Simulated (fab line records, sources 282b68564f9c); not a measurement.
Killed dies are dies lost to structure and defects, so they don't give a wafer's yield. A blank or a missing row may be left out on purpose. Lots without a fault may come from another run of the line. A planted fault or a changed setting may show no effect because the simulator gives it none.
fab line records | flow rit_cmos
record lots=6 wafers=18 last_day=7
route steps=202 shown SDANNEAL@153 PSD@157 NSD@158 PLDD@159 NLDD@160 SILICIDE@161 CONTACT@168 M1@184
lots that met no fault: from a run of the same line without faults
start_h: hours from the record's first day to the start of the lot's first wafer shown | wait_h: hours since the lot's step before | " the same as in the row above | L1.1+2: a row that stands for several wafers | - no value, or no start given | * or withheld: withheld | < > ~ a bound
route shown NAME@n: a module of which the file shows steps, and the number in the route of the first | usual: mean/standard deviation of fault-free wafers | same: alike in all rows | chamber/n: place in a boat | sites: the reading at each site | _std_site: their standard deviation | _edge_site: outer sites' mean less inner sites' | radius_mm: how far each site lies from the wafer's centre | mask NAME#n: copy n | behind: the tool/chamber that last shaped the wafer | hold: why the lot was held/for how many hours/how that ended | device: the transistor (n, p or np) that didn't switch | end of line: the same wafers' tests at the end of the route | a step without rows: its recipe alone | killed: dies lost to structure and defects at the first sort, not the wafer's yield | map: a wafer's dies, x killed, . not, _ none there
set.NAME: the setting as run; set.NAME@STEP: as run at that earlier step | model.NAME: the simulator's own value behind a step, which no gauge read
lots at some steps of the route; a table a step, a row a wafer
services: from which hour (start_h, from the record's first day; less than 0 if before it) a tool's chamber was out of use, for how many hours, and why
## steps
# step RIT_SDANNEAL_CLEAN_00
# recipe chemistry=SC1 mix=3:3:50 time_s=600 temp_c=75
# step RIT_SDANNEAL_CLEAN_01
# recipe chemistry=dHF dilution=50:1 time_s=30
# step RIT_SDANNEAL_CLEAN_02
# recipe chemistry=SC2 mix=3:3:50 time_s=600 temp_c=75 dry=n2_spin
# step RIT_SDANNEAL_RTA_03
# recipe temp_c=1050 time_s=5 idle_temp_c=600 ramp_up_c_per_s=342 ramp_down_c_per_s=171 cool_to_c=600 ambient=N2
# step RIT_SDANNEAL_RS_MEAS_04
# recipe thk_meas_gauge=four-point-probe
# usual PSD_RS=115.90/0.26
# columns lot.wafer tool chamber start_h wait_h PSD_RS[ohm/sq]
L334.4 film_metro-04 - 70.78 0.1 115.94
L334.5 " - " " 116.47
L334.6 " - " " 115.99
L336.1 film_metro-01 - 79.98 0.0 116.15
L336.2 " - " " 115.82
L336.3 " - " " 115.60
L338.1 film_metro-01 - 95.98 0.0 115.81
L338.2 " - " " 115.80
L338.5 " - " " 115.27
L349.1 film_metro-01 - 149.54 0.0 115.99
L349.2 " - " " 115.93
L349.3 " - " " 115.69
L350.1 film_metro-01 - 153.18 0.0 115.58
L350.3 " - " " 115.52
L350.6 " - " " 115.69
L353.1 film_metro-01 - 165.25 0.0 116.14
L353.3 " - " " 115.97
L353.4 " - " " 116.11
# step RIT_SDANNEAL_RS_MEAS_05
# recipe thk_meas_gauge=four-point-probe
# usual NSD_RS=84.62/0.27
# columns lot.wafer tool chamber start_h wait_h NSD_RS[ohm/sq]
L334.4 film_metro-04 - 70.90 0.1 84.73
L334.5 " - " " 84.78
L334.6 " - " " 84.48
L336.1 film_metro-01 - 80.10 0.1 84.67
L336.2 " - " " 84.76
L336.3 " - " " 84.43
L338.1 film_metro-01 - 96.10 0.1 84.41
L338.2 " - " " 84.25
L338.5 " - " " 84.26
L349.1 film_metro-01 - 149.66 0.1 84.93
L349.2 " - " " 84.90
L349.3 " - " " 84.55
L350.1 film_metro-01 - 153.30 0.1 84.69
L350.3 " - " " 84.75
L350.6 " - " " 84.33
L353.1 film_metro-01 - 165.37 0.1 84.65
L353.3 " - " " 84.95
L353.4 " - " " 84.82
# step RIT_SDANNEAL_RS_MEAS_06
# recipe thk_meas_gauge=four-point-probe
# usual PLDD_RS=178.7/0.43
# columns lot.wafer tool chamber start_h wait_h PLDD_RS[ohm/sq]
L334.4 film_metro-04 - 71.02 0.1 179.0
L334.5 " - " " 179.0
L334.6 " - " " 178.5
L336.1 film_metro-01 - 80.22 0.1 178.8
L336.2 " - " " 178.7
L336.3 " - " " 178.7
L338.1 film_metro-01 - 96.22 0.1 179.2
L338.2 " - " " 179.3
L338.5 " - " " 178.5
L349.1 film_metro-01 - 149.78 0.1 177.9
L349.2 " - " " 178.2
L349.3 " - " " 178.0
L350.1 film_metro-01 - 153.42 0.1 178.5
L350.3 " - " " 178.6
L350.6 " - " " 179.1
L353.1 film_metro-01 - 165.49 0.1 179.3
L353.3 " - " " 178.7
L353.4 " - " " 178.7
# step RIT_SDANNEAL_RS_MEAS_07
# recipe thk_meas_gauge=four-point-probe
# usual NLDD_RS=151.8/0.6
# columns lot.wafer tool chamber start_h wait_h NLDD_RS[ohm/sq]
L334.4 film_metro-04 - 71.14 0.1 152.0
L334.5 " - " " 152.1
L334.6 " - " " 151.8
L336.1 film_metro-01 - 80.34 0.1 151.9
L336.2 " - " " 152.0
L336.3 " - " " 152.0
L338.1 film_metro-01 - 96.34 0.1 151.7
L338.2 " - " " 151.9
L338.5 " - " " 152.1
L349.1 film_metro-01 - 149.90 0.1 151.8
L349.2 " - " " 151.2
L349.3 " - " " 152.0
L350.1 film_metro-01 - 153.54 0.1 151.9
L350.3 " - " " 152.2
L350.6 " - " " 151.8
L353.1 film_metro-01 - 165.61 0.1 152.0
L353.3 " - " " 151.3
L353.4 " - " " 152.0
# step RIT_SILICIDE_WET_ETCH_00
# recipe chemistry=BOE target=SiO2 target_depth_nm=14 time_s=15 dry=n2_spin dilution=10:1 temp_c=21.5
# step RIT_SILICIDE_SPUTTER_01
# recipe material=Ti target_thk_nm=30 power_w=350 chamber_pressure_pa=0.667 gas=Ar time_s=240 substrate_temp_c=25
# step RIT_SILICIDE_RS_MEAS_02
# recipe thk_meas_gauge=four-point-probe reads=Ti_of_SILICIDE_SPUTTER_01
# usual SILICIDE_TI_RS=47.9/0.74
# columns lot.wafer tool chamber start_h wait_h SILICIDE_TI_RS[ohm/sq]
L334.4 film_metro-02 - 71.42 0.1 49.3
L334.5 " - " " 48.6
L334.6 " - " " 48.4
L336.1 film_metro-03 - 80.63 0.1 48.2
L336.2 " - " " 47.4
L336.3 " - " " 47.3
L338.1 film_metro-04 - 96.62 0.1 49.5
L338.2 " - " " 48.7
L338.5 " - " " 48.1
L349.1 film_metro-02 - 150.18 0.1 47.8
L349.2 " - " " 47.9
L349.3 " - " " 48.2
L350.1 film_metro-02 - 153.82 0.1 47.4
L350.3 " - " " 47.7
L350.6 " - " " 47.4
L353.1 film_metro-03 - 165.89 0.1 47.0
L353.3 " - " " 48.0
L353.4 " - " " 47.9
# step RIT_SILICIDE_THK_MEAS_03
# recipe thk_meas_gauge=xrf reads=Ti_of_SILICIDE_SPUTTER_01
# usual SILICIDE_TI_THK=30.0/0.37
# columns lot.wafer tool chamber start_h wait_h SILICIDE_TI_THK[nm]
L334.4 film_metro-02 - 71.51 0.1 29.2
L334.5 " - " " 29.5
L334.6 " - " " 29.7
L336.1 film_metro-03 - 80.75 0.1 29.9
L336.2 " - " " 30.2
L336.3 " - " " 30.2
L338.1 film_metro-04 - 96.74 0.1 29.3
L338.2 " - " " 29.6
L338.5 " - " " 29.9
L349.1 film_metro-02 - 150.30 0.1 30.1
L349.2 " - " " 29.8
L349.3 " - " " 29.8
L350.1 film_metro-02 - 153.94 0.1 30.3
L350.3 " - " " 30.2
L350.6 " - " " 30.3
L353.1 film_metro-03 - 166.01 0.1 30.5
L353.3 " - " " 30.1
L353.4 " - " " 30.1
# step RIT_SILICIDE_RTA_04
# recipe temp_c=650 time_s=10 idle_temp_c=25 ramp_up_s=5 ramp_down_s=5 cool_to_c=25 ambient=N2
# usual wafer_temp_C_max=653.5/0.71
# same time_s=10
# columns lot.wafer tool chamber start_h wait_h wafer_temp_C_max
L334.4 rtp_anneal-01 0 71.58 0.1 653.1
L334.5 " 0 " " 654.9
L334.6 " 0 " " 653.9
L336.1 rtp_anneal-01 0 80.81 0.1 652.9
L336.2 " 0 " " 654.4
L336.3 " 0 " " 653.7
L338.1 rtp_anneal-01 0 96.80 0.1 653.9
L338.2 " 0 " " 653.2
L338.5 " 0 " " 653.6
L349.1 rtp_anneal-02 0 150.36 0.1 653.7
L349.2 " 0 " " 654.6
L349.3 " 0 " " 653.9
L350.1 rtp_anneal-01 0 154.00 0.1 654.4
L350.3 " 0 " " 653.8
L350.6 " 0 " " 653.3
L353.1 rtp_anneal-02 0 166.07 0.1 652.8
L353.3 " 0 " " 653.5
L353.4 " 0 " " 652.5
# step RIT_SILICIDE_WET_ETCH_05
# recipe chemistry=SPM target=Ti temp_c=90 time_s=120 dry=n2_spin
# step RIT_SILICIDE_RTA_06
# recipe temp_c=750 time_s=10 idle_temp_c=25 ramp_up_s=5 ramp_down_s=10 cool_to_c=25 ambient=N2
# usual wafer_temp_C_max=753.8/0.79
# same time_s=10
# columns lot.wafer tool chamber start_h wait_h wafer_temp_C_max
L334.4 rtp_anneal-02 0 71.68 0.0 753.9
L334.5 " 0 " " 754.6
L334.6 " 0 " " 753.6
L336.1 rtp_anneal-02 0 80.91 0.0 753.9
L336.2 " 0 " " 753.1
L336.3 " 0 " " 752.5
L338.1 rtp_anneal-02 0 96.91 0.0 754.4
L338.2 " 0 " " 753.8
L338.5 " 0 " " 754.5
L349.1 rtp_anneal-01 0 150.47 0.0 753.9
L349.2 " 0 " " 754.0
L349.3 " 0 " " 754.4
L350.1 rtp_anneal-02 0 154.11 0.0 753.2
L350.3 " 0 " " 752.6
L350.6 " 0 " " 753.2
L353.1 rtp_anneal-01 0 166.18 0.0 754.3
L353.3 " 0 " " 754.1
L353.4 " 0 " " 754.5
# step RIT_CONTACT_CVD_00
# recipe material=SiO2 target_thk_nm=400 precursor=TEOS temp_c=390 time_s=61 rf_w=400
# usual heater_power_w=308/63
# same time_s=61
# columns lot.wafer tool chamber start_h wait_h heater_power_w
L334.4 pecvd-02 1 71.74 0.0 237
L334.5 " 2 " " 341
L334.6 " 0 " " 242
L336.1 pecvd-04 2 80.98 0.1 381
L336.2 " 0 " " 321
L336.3 " 2 " " 286
L338.1 pecvd-03 2 96.97 0.1 365
L338.2 " 1 " " 360
L338.5 " 1 " " 369
L349.1 pecvd-02 2 150.54 0.1 404
L349.2 " 1 " " 279
L349.3 " 0 " " 229
L350.1 pecvd-03 0 154.17 0.1 214
L350.3 " 1 " " 317
L350.6 " 1 " " 330
L353.1 pecvd-03 1 166.25 0.1 366
L353.3 " 2 " " 294
L353.4 " 2 " " 309
# step RIT_CONTACT_THK_MEAS_01
# recipe reads=SiO2_of_CONTACT_CVD_00
# usual CONTACT_TEOS_THK=400/5.5
# columns lot.wafer tool chamber start_h wait_h CONTACT_TEOS_THK[nm]
L334.4 film_metro-02 - 71.80 0.0 402
L334.5 " - " " 404
L334.6 " - " " 403
L336.1 film_metro-01 - 81.06 0.1 395
L336.2 " - " " 399
L336.3 " - " " 406
L338.1 film_metro-03 - 97.03 0.0 398
L338.2 " - " " 402
L338.5 " - " " 409
L349.1 film_metro-01 - 150.59 0.0 397
L349.2 " - " " 401
L349.3 " - " " 399
L350.1 film_metro-01 - 154.22 0.0 388
L350.3 " - " " 394
L350.6 " - " " 399
L353.1 film_metro-01 - 166.30 0.0 395
L353.3 " - " " 397
L353.4 " - " " 401
# step RIT_CONTACT_HMDS_02
# recipe prime_time_s=60 prime_temp_c=140
# step RIT_CONTACT_COAT_03
# recipe resist=NOVOLAK spin_rpm=3250 resist_thk_nm=1000
# step RIT_CONTACT_SOFTBAKE_04
# recipe resist=NOVOLAK temp_c=90 time_s=60
# step RIT_CONTACT_EXPOSE_05
# recipe mask_id=M11 na=0.6 source_shape=conventional sigma_outer=0.5 target_cd_nm=1000 dose_mj=250
# step RIT_CONTACT_PEB_06
# recipe resist=NOVOLAK temp_c=withheld time_s=withheld
# step RIT_CONTACT_DEVELOP_07
# recipe resist=NOVOLAK develop_time_s=120 dev_temp_c=23
# step RIT_CONTACT_CD_MEAS_08
# recipe target_cd_nm=1000
# usual cd_nm=1000.3/2.2
# columns lot.wafer tool chamber start_h wait_h cd_nm
L334.4 cd_sem-02 - 73.02 - 1001.9
L334.5 " - " " 1004.4
L334.6 " - " " 1004.9
L336.1 cd_sem-02 - 82.08 - 999.7
L336.2 " - " " 1001.7
L336.3 " - " " 999.1
L338.1 cd_sem-01 - 98.05 - 1002.0
L338.2 " - " " 1003.2
L338.5 " - " " 1001.9
L349.1 cd_sem-01 - 151.74 - 1000.2
L349.2 " - " " 999.7
L349.3 " - " " 999.7
L350.1 cd_sem-01 - 155.38 - 998.2
L350.3 " - " " 998.6
L350.6 " - " " 998.6
L353.1 cd_sem-01 - 167.53 - 995.8
L353.3 " - " " 996.5
L353.4 " - " " 997.7
# step RIT_CONTACT_OVL_MEAS_09
# usual CONTACT_OVL=-0.2/1.4
# columns lot.wafer tool chamber start_h wait_h CONTACT_OVL[nm]
L334.4 overlay-01 - 73.10 0.1 0.0
L334.5 " - " " -0.1
L334.6 " - " " -0.4
L336.1 overlay-02 - 82.20 0.1 -1.1
L336.2 " - " " -0.1
L336.3 " - " " 0.7
L338.1 overlay-02 - 98.17 0.1 0.1
L338.2 " - " " 1.2
L338.5 " - " " 1.8
L349.1 overlay-02 - 151.86 0.1 -0.7
L349.2 " - " " -1.7
L349.3 " - " " -0.8
L350.1 overlay-01 - 155.50 0.1 1.9
L350.3 " - " " 1.2
L350.6 " - " " 1.5
L353.1 overlay-02 - 167.65 0.1 1.2
L353.3 " - " " 2.5
L353.4 " - " " 2.9
# step RIT_CONTACT_HARDBAKE_10
# recipe resist=NOVOLAK temp_c=140 time_s=60
# step RIT_CONTACT_ETCH_11
# recipe target_depth_a=4800 over_etch_frac=0.2 stop_on=TiSi2 chemistry=CHF3/CF4/Ar target=SiO2 CHF3_flow_sccm=50 cf4_flow_sccm=10 Ar_flow_sccm=100 O2_flow_sccm=5 pressure_mtorr=100 rf_w=200 time_s=320
# usual CHF3_flow_sccm=50.01/0.14 O2_flow_sccm=5.001/0.015 chamber_pressure_mTorr=100.00/0.088 drypump_motor_current_A=5.8/0.39 oes_product_au=0.992/0.014 throttle_valve_pct=8.77/0.14
# same time_s=320
# columns lot.wafer tool chamber start_h wait_h CHF3_flow_sccm O2_flow_sccm chamber_pressure_mTorr drypump_motor_current_A oes_product_au rf_hours_counter_h throttle_valve_pct
L334.4 rie_diel-04 0 73.37 0.1 50.10 4.999 100.06 5.3 0.988 - 8.95
L334.5 " 3 " " 49.90 5.015 99.99 6.5 1.005 - 8.85
L334.6 " 2 " " 49.79 4.984 99.94 5.6 0.990 - 8.56
L336.1 rie_diel-01 3 82.39 0.1 49.92 5.006 100.02 5.4 0.970 93 8.92
L336.2 " 1 " " 50.28 4.996 99.92 5.8 1.001 151 8.77
L336.3 " 0 " " 49.98 4.990 100.16 5.7 0.955 80 8.75
L338.1 rie_diel-02 2 98.36 0.1 49.91 5.019 99.95 6.6 1.011 124 8.68
L338.2 " 3 " " 50.03 5.016 99.98 5.6 0.980 3 8.63
L338.5 " 3 " " 49.79 4.992 100.10 5.7 0.992 - 8.63
L349.1 rie_diel-01 3 152.05 0.1 49.99 4.988 100.10 5.4 0.971 95 8.94
L349.2 " 1 " " 49.89 4.997 99.84 5.8 0.974 0 8.78
L349.3 " 0 " " 50.03 4.999 99.93 5.7 0.962 81 8.75
L350.1 rie_diel-01 2 155.69 0.1 49.77 4.989 99.79 5.8 0.989 72 9.07
L350.3 " 3 " " 50.03 5.014 99.84 5.4 0.978 95 8.95
L350.6 " 3 " " 50.13 5.006 99.98 5.4 0.966 - 8.93
L353.1 rie_diel-02 2 167.84 0.1 50.09 5.003 100.00 6.6 1.012 126 8.70
L353.3 " 1 " " 50.25 5.009 99.85 5.8 1.002 4 8.89
L353.4 " 2 " " 49.98 4.993 100.17 6.6 1.024 - 8.69
# step RIT_CONTACT_STRIP_12
# recipe chemistry=O2 time_s=180 resist=NOVOLAK platen_temp_c=withheld power_w=500 pressure_mtorr=4000 o2_flow_sccm=4000
# usual chamber_pressure_mTorr=4000/3.3 drypump_motor_current_A=5.8/0.34
# same time_s=180
# columns lot.wafer tool chamber start_h wait_h chamber_pressure_mTorr drypump_motor_current_A rf_hours_counter_h
L334.4 plasma_asher-01 0 73.52 0.1 4000 5.6 -
L334.5 " 0 " " 3999 5.6 -
L334.6 " 1 " " 4000 5.9 -
L336.1 plasma_asher-03 1 82.58 0.1 3996 6.1 45
L336.2 " 0 " " 3998 5.2 45
L336.3 " 1 " " 3995 6.1 -
L338.1 plasma_asher-04 1 98.55 0.1 3998 6.3 46
L338.2 " 0 " " 3999 5.9 46
L338.5 " 1 " " 3999 6.3 -
L349.1 plasma_asher-04 1 152.24 0.1 3994 6.3 3
L349.2 " 0 " " 4001 5.9 3
L349.3 " 0 " " 4005 5.9 -
L350.1 plasma_asher-03 1 155.88 0.1 4001 6.1 53
L350.3 " 1 " " 4002 6.1 -
L350.6 " 1 " " 4002 6.1 -
L353.1 plasma_asher-01 1 168.03 0.1 3996 5.9 54
L353.3 " 0 " " 4004 5.5 -
L353.4 " 1 " " 3997 5.8 -
# step RIT_CONTACT_CD_MEAS_90
# recipe target_cd_nm=1000
# usual cd_nm=1000.3/2.2
# columns lot.wafer tool chamber start_h wait_h cd_nm
L334.4 cd_sem-02 - 73.70 0.1 1001.9
L334.5 " - " " 1004.7
L334.6 " - " " 1005.3
L336.1 cd_sem-01 - 82.76 0.1 999.3
L336.2 " - " " 1001.7
L336.3 " - " " 999.5
L338.1 cd_sem-01 - 98.73 0.1 1002.2
L338.2 " - " " 1002.9
L338.5 " - " " 1001.0
L349.1 cd_sem-01 - 152.42 0.1 999.6
L349.2 " - " " 999.4
L349.3 " - " " 999.9
L350.1 cd_sem-01 - 156.06 0.1 998.3
L350.3 " - " " 998.1
L350.6 " - " " 998.1
L353.1 cd_sem-01 - 168.21 0.1 996.5
L353.3 " - " " 996.7
L353.4 " - " " 997.7
# step RIT_CONTACT_CLEAN_13
# recipe chemistry=SC1 mix=3:3:50 time_s=600 temp_c=75
# step RIT_CONTACT_CLEAN_14
# recipe chemistry=SC2 mix=3:3:50 time_s=600 temp_c=75 dry=n2_spin
# step RIT_M1_SPUTTER_00
# recipe material=Al target_thk_nm=400 power_w=2000 chamber_pressure_pa=0.4 gas=Ar time_s=500 substrate_temp_c=25
# usual throttle_valve_pct=30.0/1.5
# same time_s=500
# columns lot.wafer tool chamber start_h wait_h throttle_valve_pct
L334.4 pvd_sputter-04 - 74.12 0.0 30.0
L334.5 " - " " 28.5
L334.6 " - " " 29.9
L336.1 pvd_sputter-04 - 83.23 0.0 31.6
L336.2 " - " " 29.8
L336.3 " - " " 28.1
L338.1 pvd_sputter-03 - 99.20 0.0 29.0
L338.2 " - " " 31.2
L338.5 " - " " 32.8
L349.1 pvd_sputter-04 - 152.89 0.0 28.7
L349.2 " - " " 31.6
L349.3 " - " " 30.1
L350.1 pvd_sputter-03 - 156.53 0.0 29.1
L350.3 " - " " 27.5
L350.6 " - " " 29.0
L353.1 pvd_sputter-04 - 168.68 0.0 29.7
L353.3 " - " " 30.1
L353.4 " - " " 31.7
# step RIT_M1_RS_MEAS_01
# recipe thk_meas_gauge=four-point-probe reads=Al_of_M1_SPUTTER_00
# usual M1_AL_RS=0.0735/0.0008
# columns lot.wafer tool chamber start_h wait_h M1_AL_RS[ohm/sq]
L334.4 film_metro-04 - 74.48 0.2 0.0727
L334.5 " - " " 0.0736
L334.6 " - " " 0.0742
L336.1 film_metro-01 - 83.52 0.1 0.0732
L336.2 " - " " 0.0724
L336.3 " - " " 0.0720
L338.1 film_metro-01 - 99.49 0.1 0.0741
L338.2 " - " " 0.0741
L338.5 " - " " 0.0747
L349.1 film_metro-04 - 153.22 0.2 0.0736
L349.2 " - " " 0.0735
L349.3 " - " " 0.0731
L350.1 film_metro-01 - 156.82 0.1 0.0744
L350.3 " - " " 0.0734
L350.6 " - " " 0.0749
L353.1 film_metro-03 - 168.97 0.1 0.0741
L353.3 " - " " 0.0738
L353.4 " - " " 0.0742
# step RIT_M1_THK_MEAS_02
# recipe thk_meas_gauge=xrf reads=Al_of_M1_SPUTTER_00
# usual M1_AL_THK=399/4.6
# columns lot.wafer tool chamber start_h wait_h M1_AL_THK[nm]
L334.4 film_metro-04 - 74.57 0.1 402
L334.5 " - " " 399
L334.6 " - " " 398
L336.1 film_metro-01 - 83.64 0.1 400
L336.2 " - " " 401
L336.3 " - " " 405
L338.1 film_metro-01 - 99.61 0.1 398
L338.2 " - " " 393
L338.5 " - " " 392
L349.1 film_metro-04 - 153.34 0.1 399
L349.2 " - " " 398
L349.3 " - " " 403
L350.1 film_metro-01 - 156.94 0.1 393
L350.3 " - " " 393
L350.6 " - " " 390
L353.1 film_metro-03 - 169.09 0.1 397
L353.3 " - " " 398
L353.4 " - " " 394
# step RIT_M1_HMDS_03
# recipe prime_time_s=60 prime_temp_c=140
# step RIT_M1_COAT_04
# recipe resist=NOVOLAK spin_rpm=2000 resist_thk_nm=1300
# step RIT_M1_SOFTBAKE_05
# recipe resist=NOVOLAK temp_c=90 time_s=60
# step RIT_M1_EXPOSE_06
# recipe mask_id=M12 na=0.6 source_shape=conventional sigma_outer=0.5 target_cd_nm=2600 dose_mj=250
# step RIT_M1_PEB_07
# recipe resist=NOVOLAK temp_c=withheld time_s=withheld
# step RIT_M1_DEVELOP_08
# recipe resist=NOVOLAK develop_time_s=68 dev_temp_c=23
# step RIT_M1_CD_MEAS_09
# recipe target_cd_nm=2600
# usual cd_nm=2599.1/2.1
# columns lot.wafer tool chamber start_h wait_h cd_nm
L334.4 cd_sem-02 - 75.54 - 2600.1
L334.5 " - " " 2597.9
L334.6 " - " " 2597.8
L336.1 cd_sem-01 - 84.58 - 2598.9
L336.2 " - " " 2599.9
L336.3 " - " " 2600.8
L338.1 cd_sem-02 - 100.68 - 2600.1
L338.2 " - " " 2600.0
L338.5 " - " " 2599.8
L349.1 cd_sem-02 - 154.41 - 2597.4
L349.2 " - " " 2599.4
L349.3 " - " " 2597.4
L350.1 cd_sem-02 - 157.99 - 2595.6
L350.3 " - " " 2594.0
L350.6 " - " " 2595.3
L353.1 cd_sem-02 - 170.28 - 2597.5
L353.3 " - " " 2598.3
L353.4 " - " " 2598.2
# step RIT_M1_OVL_MEAS_10
# usual M1_OVL=-0.3/1.3
# columns lot.wafer tool chamber start_h wait_h M1_OVL[nm]
L334.4 overlay-01 - 75.62 0.1 1.3
L334.5 " - " " 0.9
L334.6 " - " " 0.3
L336.1 overlay-02 - 84.70 0.1 -2.2
L336.2 " - " " -1.0
L336.3 " - " " -2.3
L338.1 overlay-02 - 100.80 0.1 -1.4
L338.2 " - " " 0.1
L338.5 " - " " -1.8
L349.1 overlay-02 - 154.53 0.1 -0.7
L349.2 " - " " -0.4
L349.3 " - " " -1.1
L350.1 overlay-01 - 158.11 0.1 0.7
L350.3 " - " " -0.4
L350.6 " - " " -1.6
L353.1 overlay-02 - 170.40 0.1 0.7
L353.3 " - " " 0.1
L353.4 " - " " 1.5
# step RIT_M1_PROBE_99
# usual killed_at_contacts=0.1/0.23 killed_at_front_end=7/3 killed_dies=7/3.1 killed_open=3.3/2.1 killed_short=3.3/2
# same gross_dies=264 killed_at_M0_to_M3=0 killed_at_M4_up=0 killed_at_back_side=0 killed_at_other=0
# columns lot.wafer tool chamber start_h wait_h killed_at_contacts killed_at_front_end killed_dies killed_open killed_short model.etest.npoly_line.line_ohm_um model.etest.ppoly_line.line_ohm_um model.etest.contact_pplus.end_ohm_um model.etest.contact_nplus.end_ohm_um model.etest.npoly_line.rs_ohm_sq model.etest.ppoly_line.rs_ohm_sq model.etest.npoly_sal.rs_ohm_sq model.etest.ppoly_sal.rs_ohm_sq
L334.4 prober-02 - 78.30 0.2 0 11 11 3 8 162.6 157 42.32 40.13 17.23 16.61 4.415 4.41
L334.5 prober-02 - 78.35 0.2 0 5 5 2 3 165 156.9 42.02 40.26 17.17 16.49 4.427 4.386
L334.6 prober-02 - 78.40 0.2 0 5 5 2 3 164.8 156.4 42.58 40.64 17.05 16.58 4.403 4.344
L336.1 prober-02 - 92.31 0.1 0 2 2 1 1 158 150.7 48.49 44.53 15.83 15.49 3.994 3.96
L336.2 prober-02 - 92.36 0.1 0 13 13 5 8 158.5 154.3 49.51 45.8 15.75 15.37 3.938 3.879
L336.3 prober-02 - 92.41 0.2 0 5 5 3 2 157.1 153 48.34 45.68 15.72 15.51 3.921 3.903
L338.1 prober-02 - 106.38 0.1 0 9 9 4 5 163.5 152.2 47.23 42.51 16.11 15.73 4.1 4.047
L338.2 prober-02 - 106.43 0.1 0 10 10 4 6 166.8 158.3 47.73 45.29 16.12 15.62 4.054 4.026
L338.5 prober-02 - 106.58 0.2 0 2 2 2 0 157.8 151.9 48.76 45.51 15.85 15.5 3.972 4.008
L349.1 prober-01 - 157.19 0.1 0 4 4 3 1 168.7 163.8 45.11 41.94 17.04 16.51 4.322 4.271
L349.2 prober-01 - 157.24 0.1 1 6 7 5 2 168.1 159.7 44.09 41.95 16.89 16.54 4.344 4.324
L349.3 prober-01 - 157.29 0.2 0 9 9 5 4 166.8 159.8 44.3 39.6 17.1 16.47 4.351 4.337
L350.1 prober-02 - 165.05 0.1 0 7 7 3 4 163.7 156.2 44.46 41.02 16.86 16.21 4.33 4.271
L350.3 prober-02 - 165.15 0.2 0 5 5 2 3 162.6 158.6 45.86 40.37 17.08 16.43 4.333 4.294
L350.6 prober-02 - 165.30 0.2 0 2 2 1 1 162.9 155.5 45.66 41.35 16.9 16.49 4.307 4.28
L353.1 prober-01 - 172.94 0.1 0 5 5 1 4 168.9 162.3 45.97 42.28 16.77 16.34 4.282 4.29
L353.3 prober-01 - 173.04 0.2 0 7 7 4 3 174.3 164.6 44.68 42.46 17.12 16.46 4.348 4.302
L353.4 prober-01 - 173.09 0.2 0 8 8 5 3 168.6 157.9 45.2 40.85 16.95 16.32 4.346 4.301
# killed by level:class
L334.4 GATE:geometric_particle:short=4 FOX1:geometric_particle:short=2 FOX2:geometric_particle:open=1 REOX:geometric_particle:open=1 REOX:geometric_particle:short=1 SPACER:geometric_particle:open=1 SPACER:geometric_particle:short=1
L334.5 GATE:geometric_particle:open=2 REOX:geometric_particle:short=2 GATE:geometric_particle:short=1
L334.6 GATE:geometric_particle:short=2 REOX:geometric_particle:open=2 SPACER:geometric_particle:short=1
L336.1 FOX1:geometric_particle:short=1 GATE:geometric_particle:open=1
L336.2 GATE:geometric_particle:short=4 FOX1:geometric_particle:short=2 FOX2:geometric_particle:open=2 SILICIDE:geometric_particle:open=2 FOX2:geometric_particle:short=1 GATE:geometric_particle:open=1 SPACER:geometric_particle:short=1
L336.3 SILICIDE:geometric_particle:open=2 FOX1:geometric_particle:open=1 REOX:geometric_particle:short=1 SILICIDE:geometric_particle:short=1
L338.1 GATE:geometric_particle:open=3 GATE:geometric_particle:short=3 SPACER:geometric_particle:short=2 REOX:geometric_particle:open=1
L338.2 SILICIDE:geometric_particle:short=3 GATE:geometric_particle:open=2 GATE:geometric_particle:short=1 REOX:geometric_particle:short=1 SPACER:geometric_particle:open=1 SPACER:geometric_particle:short=1 SILICIDE:geometric_particle:open=1
L338.5 GATE:geometric_particle:open=1 SPACER:geometric_particle:open=1
L349.1 FOX2:geometric_particle:open=2 FOX1:geometric_particle:short=1 GATE:geometric_particle:open=1
L349.2 SPACER:geometric_particle:open=2 FOX1:geometric_particle:short=1 FOX1:geometric_particle:open=1 SPACER:geometric_particle:short=1 SILICIDE:geometric_particle:open=1 CONTACT:geometric_particle:open=1
L349.3 GATE:geometric_particle:short=2 GATE:geometric_particle:open=2 REOX:geometric_particle:short=2 REOX:geometric_particle:open=1 SPACER:geometric_particle:open=1 SILICIDE:geometric_particle:open=1
L350.1 REOX:geometric_particle:short=3 GATE:geometric_particle:open=2 GATE:geometric_particle:short=1 REOX:geometric_particle:open=1
L350.3 REOX:geometric_particle:short=2 FOX1:geometric_particle:open=1 FOX2:geometric_particle:open=1 GATE:geometric_particle:short=1
L350.6 GATE:geometric_particle:short=1 GATE:geometric_particle:open=1
L353.1 SILICIDE:geometric_particle:short=2 FOX1:geometric_particle:short=1 REOX:geometric_particle:open=1 SPACER:geometric_particle:short=1
L353.3 FOX1:geometric_particle:open=2 FOX1:geometric_particle:short=1 FOX2:geometric_particle:open=1 GATE:geometric_particle:short=1 REOX:geometric_particle:open=1 SPACER:geometric_particle:short=1
L353.4 GATE:geometric_particle:open=2 SPACER:geometric_particle:short=2 SILICIDE:geometric_particle:open=2 GATE:geometric_particle:short=1 REOX:geometric_particle:open=1
## services
# columns tool chamber start_h hours kind
rie_diel-01 3 55.12 1.8 repair
pecvd-04 1 67.76 16.9 repair
plasma_asher-04 - 71.89 1.8 repair
rie_diel-04 1 72.82 5.1 repair
pecvd-04 - 76.65 2.8 pm
plasma_asher-03 - 86.78 4.0 pm
rie_diel-02 - 94.44 2.3 repair
pvd_sputter-04 - 98.26 3.6 repair
plasma_asher-04 - 108.75 9.0 pm
plasma_asher-04 0 108.75 9.0 vent_cycle
rtp_anneal-01 - 109.23 1.1 pm
pecvd-02 - 112.92 1.3 repair
rie_diel-02 3 116.31 9.5 repair
plasma_asher-04 - 126.51 5.2 repair
pecvd-04 0 131.66 23.4 repair
rie_diel-04 0 134.61 20.5 repair
rie_diel-01 1 135.40 - clean
rie_diel-01 1 135.40 14.6 scheduled_down
rie_diel-01 1 135.40 14.6 vent_cycle
pecvd-04 1 136.29 8.5 repair
pecvd-02 - 137.32 1.8 repair
rie_diel-02 1 139.20 3.0 repair
rie_diel-04 2 147.52 5.1 repair
plasma_asher-04 - 157.55 14.6 pm
## key
first_sign none at tools or gauges
model_effect step=RIT_M1_PROBE_99 value=etest.npoly_line.line_ohm_um without=168.5 struck=160.3
met_at RIT_SILICIDE_RTA_04
struck_wafers L336.1,L336.2,L336.3,L338.1,L338.2,L338.5
tester_left_out L336,L338
onset_between 71.58 80.81
fault kind=process_parameter_drift tool=rtp_anneal-01 chamber=- onset_h=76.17 steps=RIT_SILICIDE_RTA_04 channel=temp_c offset=* shape=step end_h=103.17 acts_in=* stated=*
# tester_left_out: of these lots the tester's yield and bins aren't shown, on N5 and GAA mostly nor the transistor test; their killed dies are dies lost to structure and defects alone, not to doping, threshold or leakage, so they don't give the yield
